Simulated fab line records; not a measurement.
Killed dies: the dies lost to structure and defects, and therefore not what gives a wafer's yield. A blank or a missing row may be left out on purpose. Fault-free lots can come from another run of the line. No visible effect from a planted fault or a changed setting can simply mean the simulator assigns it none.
Matching of chambers	flow berkeley_cmos170	UCB170_V1_CVD_00 on pecvd-04 has 3 sister chambers
The step deposits SiO2 from TEOS/O2, target thk 2000 nm, time 250 s. 6 wafers are shown with their chamber, then 7 later ones without.

## EACH WAFER AND ITS CHAMBER
wafer	chamber	heater_power_w (W)
L077.6	1	336
L085.1	1	445
L085.2	2	352
L085.5	0	199
L088.1	0	246
L088.2	2	314

## WAFERS WITH NO CHAMBER GIVEN
wafer	heater_power_w (W)
L088.3	453
L092.3	395
L092.4	202
L092.5	331
L095.1	347
L095.2	379
L095.3	269

## EACH ONE'S CHAMBER
wafer	from the rows above	in truth
L088.3	can't be placed: 1 or 2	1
L092.3	can't be placed: 1 or 2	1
L092.4	0	0
L092.5	can't be placed: 2 or 1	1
L095.1	can't be placed: 2 or 1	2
L095.2	can't be placed: 1 or 2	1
L095.3	can't be placed: 0 or 2 or 1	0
1 of 7 placed correctly. Cannot be placed on the basis of these rows: 6; the candidates contain the true chamber in 6. Number placed wrongly: 0.
How it was worked out, from the rows above alone: a wafer's distance from a chamber is the root of the sum, over the readings, of the square of ((its reading less the chamber's mean) divided by the reading's scatter). If the next closest chamber is less than 2 further off than the closest, the wafer can't be placed; otherwise it belongs to the closest. For every chamber, the mean is computed from those of its wafers that are shown. How the scatter is found: for the shown wafers, subtract from each reading the mean of its chamber, square and add these, divide the total by (wafers less chambers), then take the root.
